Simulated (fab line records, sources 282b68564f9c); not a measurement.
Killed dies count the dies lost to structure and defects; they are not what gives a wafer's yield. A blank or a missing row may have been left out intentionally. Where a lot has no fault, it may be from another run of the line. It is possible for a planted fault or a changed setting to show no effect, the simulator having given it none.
fab line records ; flow ritCmos ; part 1 of 2: steps 1 to 27 of 39
record: lots: 5; wafers: 15; lastDay: 7
route steps=202 shown ACTIVE@18 FOX1@20 FOX2@23 NWELL@28 PWELL@39 WELLDRIVE@50 NRETRO@53
lots that met no fault: taken from a fault-free run of the same line
startH: hours from the record's first day to the start of the lot's first wafer shown ; waitH: how many hours have passed since the lot's step before this one ; " identical to the entry in the row above ; L1.1+2: several wafers, shown together as one row ; - no value, or no start was given ; * or withheld: withheld ; < > ~ a bound
route shown NAME@n: NAME is a module with steps in the file, n the number in the route of the first one ; usual: average and standard deviation across the fault-free wafers ; same: alike in all rows ; chamber/n: place in a boat ; sites: the reading at each site ; _std_site: how widely they spread, as a standard deviation ; _edge_site: outer sites' mean less inner sites' ; radiusMm: how far each site lies from the wafer's centre ; mask NAME#n: copy n ; behind: the most recent tool/chamber to have shaped the wafer ; hold: what put the lot on hold/how long, in hours/how the hold closed ; device: names the non-switching transistor (n, p or np) ; end of line: the tests these same wafers got at the end of their route ; step lacking rows: just its recipe ; killed: the dies lost at the first sort to structure and to defects; this is not the yield of the wafer ; map: a wafer's dies, marking killed ones x, the rest . and places with no die _
set.NAME: setting as actually run; set.NAME@STEP: the setting as run at that earlier step ; model.NAME: the simulator's own value behind a step, which no gauge read
lots seen at some steps along the route; tables by step, rows by wafer
services: when a tool's chamber went out of use (startH, in hours from the record's first day, below 0 if earlier), for how many hours, and the reason
== steps ==
step: RIT_ACTIVE_CLEAN_16
recipe: chemistry: dHF; dilution: 50:1; timeS: 30
lot.wafer;tool;chamber;startH;waitH
L079.1+5+6;wetBench-03;1;40.56;0.0
L080.4+5+6;wetBench-02;1;47.36;0.0
L082.3+5+6;wetBench-03;0;55.43;0.0
L091.1+3+5;wetBench-03;2;100.55;0.0
L097.1+3+6;wetBench-03;0;132.01;0.0
step: RIT_ACTIVE_CLEAN_17
recipe: chemistry: SC2; mix: 3:3:50; timeS: 600; tempC: 75; dry: n2Spin
usual: bathGuardTempC: 75.0/0.45; tempC: 74.99/0.12
lot.wafer;tool;chamber;startH;waitH;bathGuardTempC;tempC
L079.1;wetBench-01;3;40.58;0.0;75.4;74.87
L079.5;wetBench-01;3;40.58;0.0;75.4;74.91
L079.6;wetBench-01;3;40.58;0.0;75.4;74.83
L080.4;wetBench-02;1;47.38;0.0;75.0;75.03
L080.5;wetBench-02;1;47.38;0.0;74.7;75.15
L080.6;wetBench-02;1;47.38;0.0;74.7;74.98
L082.3;wetBench-02;2;55.44;0.0;74.8;74.90
L082.5;wetBench-02;2;55.44;0.0;74.9;74.87
L082.6;wetBench-02;2;55.44;0.0;74.9;74.74
L091.1;wetBench-01;3;100.56;0.0;75.3;74.92
L091.3;wetBench-01;3;100.56;0.0;75.2;74.90
L091.5;wetBench-01;3;100.56;0.0;75.2;74.97
L097.1;wetBench-01;1;132.03;0.0;75.1;75.11
L097.3;wetBench-01;1;132.03;0.0;75.6;74.85
L097.6;wetBench-01;1;132.03;0.0;75.4;75.02
step: RIT_FOX1_OXIDATION_00
recipe: tempC: 1100; ambient: H2O; targetThkA: 3507; pH2oTorr: 720; oxTimeS: 1130
lot.wafer;tool;chamber;startH;waitH
L079.1+5+6;furnace-03;0;43.20;2.4
L080.4+5+6;furnace-03;0;47.55;0.0
L082.3+5+6;furnace-03;0;56.43;0.8
L091.1+3+5;furnace-03;0;101.83;1.1
L097.1+3+6;furnace-03;0;132.21;0.0
step: RIT_FOX1_THK_MEAS_01
recipe: reads: SiO2_of_FOX1_OXIDATION_00
usual: FOX1_OXIDE_THK: 348/5.8
lot.wafer;tool;chamber;startH;waitH;FOX1_OXIDE_THK[nm]
L079.1;filmMetro-02;-;44.52;0.0;352
L079.5;filmMetro-02;-;44.52;0.0;349
L079.6;filmMetro-02;-;44.52;0.0;352
L080.4;filmMetro-03;-;48.89;0.0;349
L080.5;filmMetro-03;-;48.89;0.0;354
L080.6;filmMetro-03;-;48.89;0.0;359
L082.3;filmMetro-01;-;57.76;0.0;346
L082.5;filmMetro-01;-;57.76;0.0;345
L082.6;filmMetro-01;-;57.76;0.0;352
L091.1;filmMetro-03;-;103.14;0.0;345
L091.3;filmMetro-03;-;103.14;0.0;342
L091.5;filmMetro-03;-;103.14;0.0;344
L097.1;filmMetro-03;-;133.52;0.0;356
L097.3;filmMetro-03;-;133.52;0.0;353
L097.6;filmMetro-03;-;133.52;0.0;356
step: RIT_FOX1_WET_ETCH_02
recipe: chemistry: BOE; targetDepthNm: 350; timeS: 390; tempC: 21.5; dry: n2Spin; dilution: 10:1; target: SiO2
usual: tempC: 21.52/0.1
lot.wafer;tool;chamber;startH;waitH;tempC
L079.1;wetBench-03;1;44.58;0.1;21.69
L079.5;wetBench-03;1;44.58;0.1;21.65
L079.6;wetBench-03;1;44.58;0.1;21.67
L080.4;wetBench-03;2;48.92;0.0;21.64
L080.5;wetBench-03;2;48.92;0.0;21.59
L080.6;wetBench-03;2;48.92;0.0;21.61
L082.3;wetBench-03;0;57.80;0.0;21.56
L082.5;wetBench-03;0;57.80;0.0;21.61
L082.6;wetBench-03;0;57.80;0.0;21.43
L091.1;wetBench-03;2;103.20;0.1;21.38
L091.3;wetBench-03;2;103.20;0.1;21.48
L091.5;wetBench-03;2;103.20;0.1;21.31
L097.1;wetBench-03;1;133.58;0.1;21.38
L097.3;wetBench-03;1;133.58;0.1;21.53
L097.6;wetBench-03;1;133.58;0.1;21.50
step: RIT_FOX2_OXIDATION_00
recipe: tempC: 1100; ambient: H2O; targetThkA: 3507; pH2oTorr: 720; oxTimeS: 1130
lot.wafer;tool;chamber;startH;waitH
L079.1+5+6;furnace-03;0;44.69;0.0
L080.4+5+6;furnace-03;0;49.94;0.9
L082.3+5+6;furnace-03;0;57.92;0.0
L091.1+3+5;furnace-04;0;103.32;0.0
L097.1+3+6;furnace-04;0;134.65;1.0
step: RIT_FOX2_THK_MEAS_01
recipe: reads: SiO2_of_FOX2_OXIDATION_00
usual: FOX2_OXIDE_THK: 349/5.8
lot.wafer;tool;chamber;startH;waitH;FOX2_OXIDE_THK[nm]
L079.1;filmMetro-01;-;46.01;0.0;352
L079.5;filmMetro-01;-;46.01;0.0;347
L079.6;filmMetro-01;-;46.01;0.0;349
L080.4;filmMetro-01;-;51.28;0.0;346
L080.5;filmMetro-01;-;51.28;0.0;352
L080.6;filmMetro-01;-;51.28;0.0;348
L082.3;filmMetro-01;-;59.25;0.0;339
L082.5;filmMetro-01;-;59.25;0.0;345
L082.6;filmMetro-01;-;59.25;0.0;337
L091.1;filmMetro-04;-;104.63;0.0;352
L091.3;filmMetro-04;-;104.63;0.0;349
L091.5;filmMetro-04;-;104.63;0.0;351
L097.1;filmMetro-04;-;135.96;0.0;350
L097.3;filmMetro-04;-;135.96;0.0;350
L097.6;filmMetro-04;-;135.96;0.0;348
step: RIT_FOX2_CLEAN_02
recipe: chemistry: dHF; dilution: 50:1; timeS: 180
lot.wafer;tool;chamber;startH;waitH
L079.1+5+6;wetBench-04;3;46.07;0.1
L080.4+5+6;wetBench-04;2;51.31;0.0
L082.3+5+6;wetBench-04;2;59.29;0.0
L091.1+3+5;wetBench-04;3;104.69;0.1
L097.1+3+6;wetBench-04;2;136.02;0.1
step: RIT_FOX2_WET_ETCH_03
recipe: chemistry: H3PO4; target: Si3N4; targetDepthNm: 195; tempC: 165; timeS: 2700
usual: bathGuardTempC: 164.9/0.54; tempC: 164.98/0.14
lot.wafer;tool;chamber;startH;waitH;bathGuardTempC;tempC
L079.1;wetBench-01;1;46.13;0.0;165.5;164.86
L079.5;wetBench-01;1;46.13;0.0;165.6;164.83
L079.6;wetBench-01;1;46.13;0.0;165.5;164.78
L080.4;wetBench-01;2;51.37;0.0;164.8;164.74
L080.5;wetBench-01;2;51.37;0.0;165.0;165.08
L080.6;wetBench-01;2;51.37;0.0;165.3;164.92
L082.3;wetBench-03;2;59.35;0.0;164.8;165.13
L082.5;wetBench-03;2;59.35;0.0;165.0;165.30
L082.6;wetBench-03;2;59.35;0.0;165.1;165.35
L091.1;wetBench-03;3;104.76;0.0;164.9;164.91
L091.3;wetBench-03;3;104.76;0.0;164.6;164.98
L091.5;wetBench-03;3;104.76;0.0;164.9;165.15
L097.1;wetBench-01;1;136.09;0.0;165.5;164.88
L097.3;wetBench-01;1;136.09;0.0;165.6;165.08
L097.6;wetBench-01;1;136.09;0.0;165.4;164.86
step: RIT_FOX2_THK_MEAS_90
recipe: reads: SiO2_of_FOX2_OXIDATION_00
usual: FIELD_OXIDE_LEFT_1_THK: 322/5.8
lot.wafer;tool;chamber;startH;waitH;FIELD_OXIDE_LEFT_1_THK[nm]
L079.1;filmMetro-02;-;47.78;0.0;324
L079.5;filmMetro-02;-;47.78;0.0;319
L079.6;filmMetro-02;-;47.78;0.0;322
L080.4;filmMetro-01;-;53.06;0.0;319
L080.5;filmMetro-01;-;53.06;0.0;325
L080.6;filmMetro-01;-;53.06;0.0;321
L082.3;filmMetro-01;-;60.13;0.0;312
L082.5;filmMetro-01;-;60.13;0.0;317
L082.6;filmMetro-01;-;60.13;0.0;309
L091.1;filmMetro-02;-;105.52;0.0;325
L091.3;filmMetro-02;-;105.52;0.0;323
L091.5;filmMetro-02;-;105.52;0.0;324
L097.1;filmMetro-02;-;137.61;0.0;322
L097.3;filmMetro-02;-;137.61;0.0;322
L097.6;filmMetro-02;-;137.61;0.0;320
step: RIT_NWELL_HMDS_00
recipe: primeTimeS: 60; primeTempC: 140
usual: exhaustPa: 45.2/0.93
lot.wafer;tool;chamber;startH;waitH;exhaustPa
L079.1;lithoTrack-03;0;47.84;0.1;45.0
L079.5;lithoTrack-03;0;47.84;0.1;45.8
L079.6;lithoTrack-03;0;47.84;0.1;45.8
L080.4;lithoTrack-04;0;53.16;0.1;45.2
L080.5;lithoTrack-04;0;53.16;0.1;45.7
L080.6;lithoTrack-04;0;53.16;0.1;43.8
L082.3;lithoTrack-03;0;60.22;0.1;43.5
L082.5;lithoTrack-03;0;60.22;0.1;43.7
L082.6;lithoTrack-03;0;60.22;0.1;45.0
L091.1;lithoTrack-04;0;105.58;0.1;45.4
L091.3;lithoTrack-04;0;105.58;0.1;46.9
L091.5;lithoTrack-04;0;105.58;0.1;45.7
L097.1;lithoTrack-04;0;137.67;0.1;44.2
L097.3;lithoTrack-04;0;137.67;0.1;44.7
L097.6;lithoTrack-04;0;137.67;0.1;44.3
step: RIT_NWELL_COAT_01
recipe: resist: NOVOLAK; spinRpm: 2000; resistThkNm: 1312
usual: exhaustPa: 45.2/0.92
lot.wafer;tool;chamber;startH;waitH;exhaustPa
L079.1;lithoTrack-03;0;47.99;0.1;45.7
L079.5;lithoTrack-03;0;47.99;0.1;43.8
L079.6;lithoTrack-03;0;47.99;0.1;45.5
L080.4;lithoTrack-04;0;53.31;0.1;44.9
L080.5;lithoTrack-04;0;53.31;0.1;45.6
L080.6;lithoTrack-04;0;53.31;0.1;44.3
L082.3;lithoTrack-03;0;60.37;0.1;46.4
L082.5;lithoTrack-03;0;60.37;0.1;45.6
L082.6;lithoTrack-03;0;60.37;0.1;46.1
L091.1;lithoTrack-04;0;105.73;0.1;45.5
L091.3;lithoTrack-04;0;105.73;0.1;45.9
L091.5;lithoTrack-04;0;105.73;0.1;46.4
L097.1;lithoTrack-04;0;137.82;0.1;43.7
L097.3;lithoTrack-04;0;137.82;0.1;44.1
L097.6;lithoTrack-04;0;137.82;0.1;45.4
step: RIT_NWELL_SOFTBAKE_02
recipe: resist: NOVOLAK; tempC: 90; timeS: 60
usual: exhaustPa: 44.9/0.76
lot.wafer;tool;chamber;startH;waitH;exhaustPa
L079.1;lithoTrack-03;0;48.14;0.1;44.8
L079.5;lithoTrack-03;0;48.14;0.1;45.4
L079.6;lithoTrack-03;0;48.14;0.1;45.1
L080.4;lithoTrack-04;0;53.46;0.1;45.3
L080.5;lithoTrack-04;0;53.46;0.1;44.0
L080.6;lithoTrack-04;0;53.46;0.1;43.9
L082.3;lithoTrack-03;0;60.52;0.1;44.1
L082.5;lithoTrack-03;0;60.52;0.1;45.8
L082.6;lithoTrack-03;0;60.52;0.1;44.9
L091.1;lithoTrack-04;0;105.88;0.1;44.9
L091.3;lithoTrack-04;0;105.88;0.1;45.2
L091.5;lithoTrack-04;0;105.88;0.1;46.5
L097.1;lithoTrack-04;0;137.97;0.1;44.2
L097.3;lithoTrack-04;0;137.97;0.1;45.2
L097.6;lithoTrack-04;0;137.97;0.1;43.8
step: RIT_NWELL_EXPOSE_03
recipe: maskId: M2; na: 0.57; targetCdNm: 43900; doseMj: 250
usual: focusOffsetNm: 0.0/0.54; reticleTempC: 23.03/0.1
lot.wafer;tool;chamber;startH;waitH;mask;focusOffsetNm;reticleTempC
L079.1;ilineStepper-01;0;48.56;0.4;M2#0;1.1;22.99
L079.5;ilineStepper-01;0;48.56;0.4;M2#0;0.2;23.02
L079.6;ilineStepper-01;0;48.56;0.4;M2#0;-0.1;22.99
L080.4;ilineStepper-01;0;53.59;0.1;M2#0;-0.2;22.92
L080.5;ilineStepper-01;0;53.59;0.1;M2#0;0.0;23.04
L080.6;ilineStepper-01;0;53.59;0.1;M2#0;-0.6;23.10
L082.3;ilineStepper-01;0;60.66;0.1;M2#0;0.1;23.10
L082.5;ilineStepper-01;0;60.66;0.1;M2#0;-0.5;22.84
L082.6;ilineStepper-01;0;60.66;0.1;M2#0;-0.2;23.12
L091.1;ilineStepper-01;0;106.15;0.2;M2#0;-0.3;23.09
L091.3;ilineStepper-01;0;106.15;0.2;M2#0;0.0;23.01
L091.5;ilineStepper-01;0;106.15;0.2;M2#0;0.5;23.12
L097.1;ilineStepper-02;0;138.12;0.1;M2#0;0.0;23.07
L097.3;ilineStepper-02;0;138.12;0.1;M2#0;-0.2;22.93
L097.6;ilineStepper-02;0;138.12;0.1;M2#0;0.2;22.85
step: RIT_NWELL_PEB_04
recipe: resist: NOVOLAK; tempC: withheld; timeS: withheld
usual: exhaustPa: 44.9/0.97
lot.wafer;tool;chamber;startH;waitH;exhaustPa
L079.1;lithoTrack-03;0;48.68;0.1;45.5
L079.5;lithoTrack-03;0;48.68;0.1;45.1
L079.6;lithoTrack-03;0;48.68;0.1;45.9
L080.4;lithoTrack-02;0;53.73;0.1;42.9
L080.5;lithoTrack-02;0;53.73;0.1;45.0
L080.6;lithoTrack-02;0;53.73;0.1;44.1
L082.3;lithoTrack-03;0;60.79;0.1;44.6
L082.5;lithoTrack-03;0;60.79;0.1;45.3
L082.6;lithoTrack-03;0;60.79;0.1;45.2
L091.1;lithoTrack-03;0;106.27;0.1;43.9
L091.3;lithoTrack-03;0;106.27;0.1;45.2
L091.5;lithoTrack-03;0;106.27;0.1;44.4
L097.1;lithoTrack-02;0;138.33;0.2;43.6
L097.3;lithoTrack-02;0;138.33;0.2;44.2
L097.6;lithoTrack-02;0;138.33;0.2;44.9
step: RIT_NWELL_DEVELOP_05
recipe: resist: NOVOLAK; developTimeS: 68; devTempC: 23
usual: exhaustPa: 44.9/0.81
lot.wafer;tool;chamber;startH;waitH;exhaustPa
L079.1;lithoTrack-03;0;-;-;45.9
L079.5;lithoTrack-03;0;-;-;45.0
L079.6;lithoTrack-03;0;-;-;44.6
L080.4;lithoTrack-02;0;-;-;45.1
L080.5;lithoTrack-02;0;-;-;44.8
L080.6;lithoTrack-02;0;-;-;45.0
L082.3;lithoTrack-03;0;-;-;44.6
L082.5;lithoTrack-03;0;-;-;45.7
L082.6;lithoTrack-03;0;-;-;44.6
L091.1;lithoTrack-03;0;-;-;44.7
L091.3;lithoTrack-03;0;-;-;44.1
L091.5;lithoTrack-03;0;-;-;44.5
L097.1;lithoTrack-02;0;-;-;44.3
L097.3;lithoTrack-02;0;-;-;45.0
L097.6;lithoTrack-02;0;-;-;45.2
step: RIT_NWELL_OVL_MEAS_06
usual: NWELL_OVL: 0.5/1.5
lot.wafer;tool;chamber;startH;waitH;NWELL_OVL[nm]
L079.1;overlay-01;-;48.99;-;1.8
L079.5;overlay-01;-;48.99;-;-0.8
L079.6;overlay-01;-;48.99;-;-0.1
L080.4;overlay-02;-;53.98;-;3.2
L080.5;overlay-02;-;53.98;-;2.7
L080.6;overlay-02;-;53.98;-;0.7
L082.3;overlay-01;-;61.06;-;3.1
L082.5;overlay-01;-;61.06;-;1.0
L082.6;overlay-01;-;61.06;-;0.8
L091.1;overlay-01;-;106.58;-;-1.0
L091.3;overlay-01;-;106.58;-;1.3
L091.5;overlay-01;-;106.58;-;-2.2
L097.1;overlay-01;-;138.64;-;-1.7
L097.3;overlay-01;-;138.64;-;-0.7
L097.6;overlay-01;-;138.64;-;-0.1
step: RIT_NWELL_HARDBAKE_07
recipe: resist: NOVOLAK; tempC: 140; timeS: 120
usual: exhaustPa: 45.0/0.91
lot.wafer;tool;chamber;startH;waitH;exhaustPa
L079.1;lithoTrack-04;0;49.03;0.0;45.3
L079.5;lithoTrack-04;0;49.03;0.0;46.4
L079.6;lithoTrack-04;0;49.03;0.0;44.7
L080.4;lithoTrack-03;0;54.13;0.1;45.6
L080.5;lithoTrack-03;0;54.13;0.1;44.8
L080.6;lithoTrack-03;0;54.13;0.1;45.7
L082.3;lithoTrack-04;0;61.17;0.1;46.2
L082.5;lithoTrack-04;0;61.17;0.1;44.9
L082.6;lithoTrack-04;0;61.17;0.1;46.9
L091.1;lithoTrack-03;0;106.62;0.0;45.2
L091.3;lithoTrack-03;0;106.62;0.0;44.8
L091.5;lithoTrack-03;0;106.62;0.0;45.7
L097.1;lithoTrack-02;0;138.68;0.0;43.7
L097.3;lithoTrack-02;0;138.68;0.0;44.8
L097.6;lithoTrack-02;0;138.68;0.0;43.8
step: RIT_NWELL_IMPLANT_08
recipe: species: P; energyKev: 170; doseCm2: 5e+13; tiltDeg: 7
usual: faradayCurrentUA: 159/3.2
lot.wafer;tool;chamber;startH;waitH;faradayCurrentUA
L079.1;implanter-01;0;49.28;0.2;152
L079.5;implanter-01;0;49.28;0.2;156
L079.6;implanter-01;0;49.28;0.2;156
L080.4;implanter-03;0;54.33;0.2;159
L080.5;implanter-03;0;54.33;0.2;159
L080.6;implanter-03;0;54.33;0.2;156
L082.3;implanter-03;0;61.38;0.2;159
L082.5;implanter-03;0;61.38;0.2;159
L082.6;implanter-03;0;61.38;0.2;161
L091.1;implanter-01;0;106.87;0.2;157
L091.3;implanter-01;0;106.87;0.2;162
L091.5;implanter-01;0;106.87;0.2;159
L097.1;implanter-01;0;138.93;0.2;159
L097.3;implanter-01;0;138.93;0.2;160
L097.6;implanter-01;0;138.93;0.2;165
step: RIT_NWELL_STRIP_09
recipe: chemistry: O2; timeS: 180; resist: NOVOLAK; platenTempC: withheld; powerW: 500; pressureMtorr: 4000; o2FlowSccm: 4000
usual: drypumpMotorCurrentA: 5.7/0.54
lot.wafer;tool;chamber;startH;waitH;drypumpMotorCurrentA;rfHoursCounterH
L079.1;plasmaAsher-03;1;49.43;0.1;4.9;22
L079.5;plasmaAsher-03;0;49.43;0.1;6.4;-
L079.6;plasmaAsher-03;1;49.43;0.1;4.9;-
L080.4;plasmaAsher-02;1;54.46;0.1;5.8;-
L080.5;plasmaAsher-02;1;54.46;0.1;5.8;-
L080.6;plasmaAsher-02;0;54.46;0.1;5.7;-
L082.3;plasmaAsher-01;1;61.54;0.1;6.5;-
L082.5;plasmaAsher-01;0;61.54;0.1;5.2;-
L082.6;plasmaAsher-01;1;61.54;0.1;6.5;-
L091.1;plasmaAsher-01;0;107.02;0.1;5.2;48
L091.3;plasmaAsher-01;0;107.02;0.1;5.2;-
L091.5;plasmaAsher-01;0;107.02;0.1;5.2;-
L097.1;plasmaAsher-02;1;139.08;0.1;5.8;3
L097.3;plasmaAsher-02;1;139.08;0.1;5.8;-
L097.6;plasmaAsher-02;0;139.08;0.1;5.7;-
step: RIT_NWELL_TW_MEAS_10
usual: NWELL_TW: 2170/20
lot.wafer;tool;chamber;startH;waitH;NWELL_TW
L079.1;filmMetro-04;-;49.60;0.1;2167
L079.5;filmMetro-04;-;49.60;0.1;2167
L079.6;filmMetro-04;-;49.60;0.1;2175
L080.4;filmMetro-03;-;54.61;0.1;2178
L080.5;filmMetro-03;-;54.61;0.1;2168
L080.6;filmMetro-03;-;54.61;0.1;2181
L082.3;filmMetro-03;-;61.68;0.1;2176
L082.5;filmMetro-03;-;61.68;0.1;2179
L082.6;filmMetro-03;-;61.68;0.1;2174
L091.1;filmMetro-04;-;107.19;0.1;2208
L091.3;filmMetro-04;-;107.19;0.1;2193
L091.5;filmMetro-04;-;107.19;0.1;2188
L097.1;filmMetro-01;-;139.25;0.1;2154
L097.3;filmMetro-01;-;139.25;0.1;2147
L097.6;filmMetro-01;-;139.25;0.1;2152
step: RIT_PWELL_HMDS_00
recipe: primeTimeS: 60; primeTempC: 140
usual: exhaustPa: 45.0/0.91
lot.wafer;tool;chamber;startH;waitH;exhaustPa
L079.1;lithoTrack-04;0;49.66;0.1;46.3
L079.5;lithoTrack-04;0;49.66;0.1;46.4
L079.6;lithoTrack-04;0;49.66;0.1;45.5
L080.4;lithoTrack-04;0;54.71;0.1;46.1
L080.5;lithoTrack-04;0;54.71;0.1;45.9
L080.6;lithoTrack-04;0;54.71;0.1;46.4
L082.3;lithoTrack-04;0;61.77;0.1;44.0
L082.5;lithoTrack-04;0;61.77;0.1;44.2
L082.6;lithoTrack-04;0;61.77;0.1;44.1
L091.1;lithoTrack-01;0;107.25;0.1;45.2
L091.3;lithoTrack-01;0;107.25;0.1;45.3
L091.5;lithoTrack-01;0;107.25;0.1;45.1
L097.1;lithoTrack-01;0;139.31;0.1;44.6
L097.3;lithoTrack-01;0;139.31;0.1;44.9
L097.6;lithoTrack-01;0;139.31;0.1;45.5
step: RIT_PWELL_COAT_01
recipe: resist: NOVOLAK; spinRpm: 2000; resistThkNm: 1300
usual: exhaustPa: 45.2/0.89
lot.wafer;tool;chamber;startH;waitH;exhaustPa
L079.1;lithoTrack-04;0;49.81;0.1;43.5
L079.5;lithoTrack-04;0;49.81;0.1;44.7
L079.6;lithoTrack-04;0;49.81;0.1;43.7
L080.4;lithoTrack-04;0;54.86;0.1;45.6
L080.5;lithoTrack-04;0;54.86;0.1;45.7
L080.6;lithoTrack-04;0;54.86;0.1;45.0
L082.3;lithoTrack-04;0;61.92;0.1;45.5
L082.5;lithoTrack-04;0;61.92;0.1;44.5
L082.6;lithoTrack-04;0;61.92;0.1;44.3
L091.1;lithoTrack-01;0;107.40;0.1;44.3
L091.3;lithoTrack-01;0;107.40;0.1;44.2
L091.5;lithoTrack-01;0;107.40;0.1;44.2
L097.1;lithoTrack-01;0;139.46;0.1;44.9
L097.3;lithoTrack-01;0;139.46;0.1;44.6
L097.6;lithoTrack-01;0;139.46;0.1;43.9
step: RIT_PWELL_SOFTBAKE_02
recipe: resist: NOVOLAK; tempC: 91.21; timeS: 60
usual: exhaustPa: 45.1/0.8
lot.wafer;tool;chamber;startH;waitH;exhaustPa
L079.1;lithoTrack-04;0;49.96;0.1;45.9
L079.5;lithoTrack-04;0;49.96;0.1;46.9
L079.6;lithoTrack-04;0;49.96;0.1;45.3
L080.4;lithoTrack-04;0;55.01;0.1;45.2
L080.5;lithoTrack-04;0;55.01;0.1;45.2
L080.6;lithoTrack-04;0;55.01;0.1;45.5
L082.3;lithoTrack-04;0;62.07;0.1;44.7
L082.5;lithoTrack-04;0;62.07;0.1;45.4
L082.6;lithoTrack-04;0;62.07;0.1;44.5
L091.1;lithoTrack-01;0;107.55;0.1;45.1
L091.3;lithoTrack-01;0;107.55;0.1;44.1
L091.5;lithoTrack-01;0;107.55;0.1;45.6
L097.1;lithoTrack-01;0;139.61;0.1;46.0
L097.3;lithoTrack-01;0;139.61;0.1;46.2
L097.6;lithoTrack-01;0;139.61;0.1;45.6
step: RIT_PWELL_EXPOSE_03
recipe: maskId: M3; na: 0.57; targetCdNm: 43700; doseMj: 250
usual: focusOffsetNm: -0.1/0.5; reticleTempC: 23.03/0.095
lot.wafer;tool;chamber;startH;waitH;mask;focusOffsetNm;reticleTempC
L079.1;ilineStepper-01;0;50.24;0.3;M3#0;-0.8;23.11
L079.5;ilineStepper-01;0;50.24;0.3;M3#0;-0.5;23.07
L079.6;ilineStepper-01;0;50.24;0.3;M3#0;-0.3;23.00
L080.4;ilineStepper-01;0;55.14;0.1;M3#0;0.4;23.12
L080.5;ilineStepper-01;0;55.14;0.1;M3#0;-0.5;23.02
L080.6;ilineStepper-01;0;55.14;0.1;M3#0;0.5;23.22
L082.3;ilineStepper-01;0;62.21;0.1;M3#0;0.3;22.95
L082.5;ilineStepper-01;0;62.21;0.1;M3#0;-0.1;23.04
L082.6;ilineStepper-01;0;62.21;0.1;M3#0;0.1;23.01
L091.1;ilineStepper-01;0;107.83;0.2;M3#0;0.8;23.04
L091.3;ilineStepper-01;0;107.83;0.2;M3#0;0.4;22.97
L091.5;ilineStepper-01;0;107.83;0.2;M3#0;0.5;22.97
L097.1;ilineStepper-02;0;139.76;0.1;M3#0;0.4;22.85
L097.3;ilineStepper-02;0;139.76;0.1;M3#0;0.0;23.11
L097.6;ilineStepper-02;0;139.76;0.1;M3#0;0.3;23.16
step: RIT_PWELL_PEB_04
recipe: resist: NOVOLAK; tempC: withheld; timeS: withheld
usual: exhaustPa: 45.0/0.88
lot.wafer;tool;chamber;startH;waitH;exhaustPa
L079.1;lithoTrack-01;0;50.36;0.1;45.8
L079.5;lithoTrack-01;0;50.36;0.1;44.7
L079.6;lithoTrack-01;0;50.36;0.1;46.1
L080.4;lithoTrack-04;0;55.28;0.1;45.3
L080.5;lithoTrack-04;0;55.28;0.1;44.8
L080.6;lithoTrack-04;0;55.28;0.1;45.4
L082.3;lithoTrack-03;0;62.34;0.1;44.2
L082.5;lithoTrack-03;0;62.34;0.1;44.7
L082.6;lithoTrack-03;0;62.34;0.1;44.2
L091.1;lithoTrack-01;0;107.94;0.1;44.6
L091.3;lithoTrack-01;0;107.94;0.1;45.6
L091.5;lithoTrack-01;0;107.94;0.1;44.5
L097.1;lithoTrack-01;0;139.88;0.1;43.7
L097.3;lithoTrack-01;0;139.88;0.1;44.4
L097.6;lithoTrack-01;0;139.88;0.1;45.2
step: RIT_PWELL_DEVELOP_05
recipe: resist: NOVOLAK; developTimeS: 68; devTempC: 23
usual: exhaustPa: 44.9/0.81
lot.wafer;tool;chamber;startH;waitH;exhaustPa
L079.1;lithoTrack-01;0;-;-;44.8
L079.5;lithoTrack-01;0;-;-;44.3
L079.6;lithoTrack-01;0;-;-;43.8
L080.4;lithoTrack-04;0;-;-;45.1
L080.5;lithoTrack-04;0;-;-;44.2
L080.6;lithoTrack-04;0;-;-;44.8
L082.3;lithoTrack-03;0;-;-;45.3
L082.5;lithoTrack-03;0;-;-;45.0
L082.6;lithoTrack-03;0;-;-;44.4
L091.1;lithoTrack-01;0;-;-;43.7
L091.3;lithoTrack-01;0;-;-;45.7
L091.5;lithoTrack-01;0;-;-;45.0
L097.1;lithoTrack-01;0;-;-;45.4
L097.3;lithoTrack-01;0;-;-;45.6
L097.6;lithoTrack-01;0;-;-;46.3
